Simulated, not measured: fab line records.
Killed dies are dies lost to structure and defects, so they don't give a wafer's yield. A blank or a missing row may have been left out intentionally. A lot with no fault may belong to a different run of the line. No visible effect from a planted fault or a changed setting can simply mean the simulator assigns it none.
A lot that was struck, set against a sound lot + flow rit cmos + 15 out of 202 route steps
Sound: these wafers, L643.3, L643.4, L643.6. The struck wafers were L650.1, L650.3, L650.5. The cause is given at the end.
At each step with rows: each side's tool, then ch and its chambers, then its first start. Under that, the readings that differ: sound wafers + struck wafers + difference of the means + sigmas: that difference in standard deviations of wafers without a fault.
alike: same words and numbers on both sides, and readings whose means sit less than 2 such deviations apart. not compared: any withheld reading, any reading some wafer has no value for, any bound like >300 that may hide the same value, and any number with overlapping values for which the record gives no deviation.
A row with sigmas, a row that says differs or no value, or rows on one side alone: a step with any of these is where the two part. Numbers that don't overlap but have no deviation are shown without sigmas and don't part them. A reading that every wafer of one side lacks parts them only if that side has two wafers or more.

RIT_NWELL_TW_MEAS_10:
  sound on film metro-03 at day 3 09:33; struck on film metro-01 at day 4 21:05
  alike: NWELL_TW
then, 6 steps without rows for these wafers: RIT_PWELL_HMDS_00 (prime time 60 s); RIT_PWELL_COAT_01 (resist thk 1300 nm); RIT_PWELL_SOFTBAKE_02 (time 60 s); RIT_PWELL_EXPOSE_03 (exposes mask M3, target cd 43700 nm); RIT_PWELL_PEB_04; RIT_PWELL_DEVELOP_05 (develop time 70.14 s).
RIT_PWELL_OVL_MEAS_06:
  sound on overlay-02 at day 3 10:36; struck on overlay-02 at day 4 22:06
  alike: PWELL_OVL
then, 2 steps without rows for these wafers: RIT_PWELL_HARDBAKE_07 (time 120 s); RIT_PWELL_IMPLANT_08.
RIT_PWELL_STRIP_09: strips in O2, time 180 s.
  sound on plasma asher-04 ch 0,1, day 3 11:05; struck on plasma asher-02 ch 1, day 4 22:40
  alike: drypump motor current A
  not compared: rf hours counter h
RIT_PWELL_TW_MEAS_10:
  sound on film metro-04 at day 3 11:13; struck on film metro-03 at day 4 22:50
  alike: PWELL_TW
RIT_WELLDRIVE_ANNEAL_00: time 14700 s.
  sound on furnace-01 ch 0, day 3 12:11; struck on furnace-03 ch 0, day 5 05:19
  alike: spike tc load C
RIT_WELLDRIVE_RS_MEAS_01: the measuring method here is four-point-probe.
  sound on film metro-03 at day 3 17:18; struck on film metro-03 at day 5 10:25
  alike: NWELL_RS
RIT_M1_PROBE_99:
  the record has rows for the struck wafers here (prober-02, day 7 03:47) and none for the sound ones

WHERE THEY PART
Only at RIT_M1_PROBE_99, as far as this record shows.

WHY: whatever the simulator had introduced
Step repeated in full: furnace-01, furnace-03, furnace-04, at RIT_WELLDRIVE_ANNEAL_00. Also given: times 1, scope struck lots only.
